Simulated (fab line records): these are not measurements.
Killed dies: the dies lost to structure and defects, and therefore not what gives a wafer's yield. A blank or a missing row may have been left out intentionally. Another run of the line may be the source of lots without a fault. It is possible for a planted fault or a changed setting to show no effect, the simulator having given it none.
Lot-split experiment :: flow rit-cmos :: 5 lots, 23 wafers read, on a route of 202 steps

## ABOUT THE SPLIT
At RIT_ACTIVE_COAT_06 (resist thk 1000 nm), the setting resist-thk-nm was moved away from the recipe's 1000 nm on 8 of the 23 wafers read, by -5.9% to +5.3%. The other wafers ran this setting at the recipe's value.

## FROM THE SPLIT TO THE READING: what the file shows between them, 8 steps
- RIT_ACTIVE_SOFTBAKE_07: time 60 s
- RIT_ACTIVE_EXPOSE_08: exposes mask M1, target cd 1400 nm
- RIT_ACTIVE_PEB_09
- RIT_ACTIVE_DEVELOP_10: develop time 50 s
- RIT_ACTIVE_CD_MEAS_11: target cd 1400 nm
- RIT_ACTIVE_HARDBAKE_12: time 60 s
- RIT_ACTIVE_ETCH_13: etches Si3N4 in SF6, stops on SiO2, time 210 s, target depth 210 nm (also split here: rf-w)
- RIT_ACTIVE_STRIP_14: strips in O2, time 180 s

## THE READING
At RIT_ACTIVE_CD_MEAS_90: cd-nm in nanometres, against a target cd of 1400 nm. Typical for fault-free wafers on this fab line: 1399.7 nm, with standard deviation 2.2 nm.

wafer: L078.1
tool, chamber at the split: litho-track-03, 0
resist-thk-nm as run, nm: 1000
against the recipe: recipe
cd-nm, nm: 1406.3
against lot-mates on the recipe: -

wafer: L078.5
tool, chamber at the split: litho-track-03, 0
resist-thk-nm as run, nm: 1000
against the recipe: recipe
cd-nm, nm: 1403.1
against lot-mates on the recipe: -

wafer: L078.6
tool, chamber at the split: litho-track-03, 0
resist-thk-nm as run, nm: 1000
against the recipe: recipe
cd-nm, nm: 1405.8
against lot-mates on the recipe: -

wafer: L079.1
tool, chamber at the split: litho-track-02, 0
resist-thk-nm as run, nm: 941.3
against the recipe: -5.9%
cd-nm, nm: 1393.6
against lot-mates on the recipe: -5.6

wafer: L079.3
tool, chamber at the split: litho-track-02, 0
resist-thk-nm as run, nm: 941.3
against the recipe: -5.9%
cd-nm, nm: 1394.2
against lot-mates on the recipe: -5.0

wafer: L079.4
tool, chamber at the split: litho-track-02, 0
resist-thk-nm as run, nm: 1000
against the recipe: recipe
cd-nm, nm: 1399.2
against lot-mates on the recipe: -

wafer: L079.5
tool, chamber at the split: litho-track-02, 0
resist-thk-nm as run, nm: 941.3
against the recipe: -5.9%
cd-nm, nm: 1394.6
against lot-mates on the recipe: -4.6

wafer: L079.6
tool, chamber at the split: litho-track-02, 0
resist-thk-nm as run, nm: 1000
against the recipe: recipe
cd-nm, nm: 1399.1
against lot-mates on the recipe: -

wafer: L081.1
tool, chamber at the split: litho-track-02, 0
resist-thk-nm as run, nm: 1022
against the recipe: +2.2%
cd-nm, nm: 1400.1
against lot-mates on the recipe: +2.6

wafer: L081.2
tool, chamber at the split: litho-track-02, 0
resist-thk-nm as run, nm: 1000
against the recipe: recipe
cd-nm, nm: 1398.2
against lot-mates on the recipe: -

wafer: L081.3
tool, chamber at the split: litho-track-02, 0
resist-thk-nm as run, nm: 1022
against the recipe: +2.2%
cd-nm, nm: 1399.4
against lot-mates on the recipe: +1.9

wafer: L081.5
tool, chamber at the split: litho-track-02, 0
resist-thk-nm as run, nm: 1000
against the recipe: recipe
cd-nm, nm: 1396.8
against lot-mates on the recipe: -

wafer: L081.6
tool, chamber at the split: litho-track-02, 0
resist-thk-nm as run, nm: 1022
against the recipe: +2.2%
cd-nm, nm: 1397.9
against lot-mates on the recipe: +0.4

wafer: L083.1
tool, chamber at the split: litho-track-01, 0
resist-thk-nm as run, nm: 1000
against the recipe: recipe
cd-nm, nm: 1400.9
against lot-mates on the recipe: -

wafer: L083.2
tool, chamber at the split: litho-track-01, 0
resist-thk-nm as run, nm: 1000
against the recipe: recipe
cd-nm, nm: 1403.6
against lot-mates on the recipe: -

wafer: L083.4
tool, chamber at the split: litho-track-01, 0
resist-thk-nm as run, nm: 1000
against the recipe: recipe
cd-nm, nm: 1401.6
against lot-mates on the recipe: -

wafer: L083.5
tool, chamber at the split: litho-track-01, 0
resist-thk-nm as run, nm: 1000
against the recipe: recipe
cd-nm, nm: 1402.9
against lot-mates on the recipe: -

wafer: L083.6
tool, chamber at the split: litho-track-01, 0
resist-thk-nm as run, nm: 1000
against the recipe: recipe
cd-nm, nm: 1401.6
against lot-mates on the recipe: -

wafer: L085.1
tool, chamber at the split: litho-track-02, 0
resist-thk-nm as run, nm: 1000
against the recipe: recipe
cd-nm, nm: 1397.8
against lot-mates on the recipe: -

wafer: L085.2
tool, chamber at the split: litho-track-02, 0
resist-thk-nm as run, nm: 1053
against the recipe: +5.3%
cd-nm, nm: 1405.2
against lot-mates on the recipe: +7.0

wafer: L085.3
tool, chamber at the split: litho-track-02, 0
resist-thk-nm as run, nm: 1000
against the recipe: recipe
cd-nm, nm: 1397.8
against lot-mates on the recipe: -

wafer: L085.4
tool, chamber at the split: litho-track-02, 0
resist-thk-nm as run, nm: 1000
against the recipe: recipe
cd-nm, nm: 1399.0
against lot-mates on the recipe: -

wafer: L085.5
tool, chamber at the split: litho-track-02, 0
resist-thk-nm as run, nm: 1053
against the recipe: +5.3%
cd-nm, nm: 1402.1
against lot-mates on the recipe: +3.9

FIT RESULTS
A straight line over all 23 wafers: cd-nm changes by +0.783 nm for each +1% of resist-thk-nm; r = +0.62; the points scatter about the line by 2.8 nm.
The same after taking each lot's own level away (the mean of its wafers on the recipe; 23 wafers): +0.901 nm for each +1%; r = +0.93; scatter 1 nm.
According to that fit, moving resist-thk-nm by its largest amount changes the reading by 5.3 nm.
From 1397.50 to 1405.07 nm: that is the span of the lots' own levels, equal to 3.4 times the standard deviation above.
So the lot-to-lot level blurs the effect unless lot-mates are compared.
Check: for one of the wafers moved furthest among these (-5.9%), held out of the fit, the line's prediction against its lot-mates is -5.15 nm. Against them it came out at -5.55 nm.

## FURTHER SPLITS ON THESE WAFERS
Before the reading, these wafers also passed through other splits. Each is held against what the fit with the lots' levels taken away leaves over:
other split on the same wafers: RIT_ACTIVE_CVD_03 time-s
wafers away from the commonest value: 10
r with cd-nm (lot level and that fit taken away): +0.06

other split on the same wafers: RIT_ACTIVE_ETCH_13 rf-w
wafers away from the commonest value: 7
r with cd-nm (lot level and that fit taken away): +0.04

## THE WHOLE CHAIN: every reading that the file lists as answering this split, in the file's order
step: RIT_ACTIVE_COAT_06
what it does: resist thk 1000 nm
reading: NOVOLAK_of_ACTIVE_COAT_06.thk-nm (the simulator's own value, which no gauge read)
change (the file's fit): +9.87 nm for each +1% of the setting
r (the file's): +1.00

step: RIT_ACTIVE_CD_MEAS_11
what it does: target cd 1400 nm
reading: cd-nm
change (the file's fit): +0.972 nm for each +1% of the setting
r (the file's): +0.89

step: RIT_ACTIVE_HARDBAKE_12
what it does: time 60 s
reading: NOVOLAK_of_ACTIVE_COAT_06.thk-nm (the simulator's own value, which no gauge read)
change (the file's fit): +8.63 nm for each +1% of the setting
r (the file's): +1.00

step: RIT_ACTIVE_ETCH_13
what it does: etches Si3N4 in SF6, stops on SiO2, time 210 s, target depth 210 nm
reading: NOVOLAK_of_ACTIVE_COAT_06.thk-nm (the simulator's own value, which no gauge read)
change (the file's fit): +8.97 nm for each +1% of the setting
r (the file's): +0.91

step: RIT_ACTIVE_CD_MEAS_90
what it does: target cd 1400 nm
reading: cd-nm
change (the file's fit): +0.921 nm for each +1% of the setting
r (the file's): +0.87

## FILE'S OWN FIT
cd-nm changes by +0.921 nm for each +1% of resist-thk-nm, r = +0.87.
